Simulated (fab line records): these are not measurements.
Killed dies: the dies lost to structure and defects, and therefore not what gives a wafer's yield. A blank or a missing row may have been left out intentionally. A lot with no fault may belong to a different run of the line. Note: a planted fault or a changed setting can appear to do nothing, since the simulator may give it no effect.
Problem report, 8D (eight disciplines) form, completed by code    flow ritCmos    the parts of the form that need people (team, actions taken, sign-off) are left out

## 1. PROBLEM STATEMENT
NLDD_TW at RIT_NLDD_TW_MEAS_10 reads a mean of 30 on 6 wafers of 2 lots; wafers without a fault read 2490 with a standard deviation of 22. So: -99 or more standard deviations from the usual mean.
Earliest sighting: wafer L907.4 on filmMetro-03 at day 6 01:57. Wafers with a number at this step in the record: 42, from 14 lots. By rule, "out" or "out of limits" means more than 4 standard deviations away from the usual mean. The rest of the wafers with a number are treated as sound.

## 2. WHAT IT IS, AND WHAT IT ISN'T
question                     is                          is not
which readings at this step  NLDD_TW                     -
which lots                   L907, L909                  L891, L892, L893, L894, L895, L896, L897, L898, L899, L900, L903, L910
which wafers of those lots   all that have a number      -
read on which gauges         filmMetro-03, filmMetro-04  filmMetro-02
when                         from day 6 01:57            up to then (33 sound wafers); but 3 sound wafers of L910 came after

## 3. WHAT RULES OUT EACH SUSPECT
Counting: a tool stays on the suspect list if, at a process step up to the reading, it processed all lots that are out and no sound lot following the first of them.
- the gauge at RIT_NLDD_TW_MEAS_10 has been ruled out. 2 gauges (filmMetro-03, filmMetro-04) read the wafers that are out.
- lithoTrack-03 at RIT_NLDD_DEVELOP_05 (develop time 50 s): kept. It processed each lot that is out, first L907 at day 6 01:00, and no sound lot thereafter; up to then, the last sound lot it processed was L899 at day 4 10:00.
Left after counting: lithoTrack-03 at RIT_NLDD_DEVELOP_05.

## 4. THE CAUSE (what the simulator had put in)
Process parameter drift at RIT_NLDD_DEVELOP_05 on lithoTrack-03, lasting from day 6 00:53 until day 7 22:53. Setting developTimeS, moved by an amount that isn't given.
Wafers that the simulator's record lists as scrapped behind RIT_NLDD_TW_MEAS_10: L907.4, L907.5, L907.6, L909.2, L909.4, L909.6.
Counting left only this tool.

## 5. SEQUENCE OF EFFECTS, ordered by route
Each row: a reading where the mean over the struck wafers with a number is more than 3 standard deviations away from the usual. Scope: only readings with a usual standard deviation given in the record; hours: median across lots of the time from each lot's start at the first step in this table that gives one to its start at this step; sigmas: change in usual standard deviations.
hours  step                 reading  usual  on struck wafers  change  sigmas
0      RIT_NLDD_TW_MEAS_10  NLDD_TW  2490   30                -2460   -99 or more

## 6. WHAT WOULD HAVE CAUGHT IT SOONER
In this record the first reading out of limits at a measuring or inspecting step was taken at day 6 01:57, 1 hour after the fault began at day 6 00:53.
An alarm limit of 4 standard deviations would not have fired on the tool readings at RIT_NLDD_DEVELOP_05 for which the record gives a usual standard deviation, since none of them was out on any struck wafer.
Of the lots that are out (2), L909 began RIT_NLDD_DEVELOP_05 on lithoTrack-03 after day 6 01:57. Had the tool been put on hold then, it would have been spared.
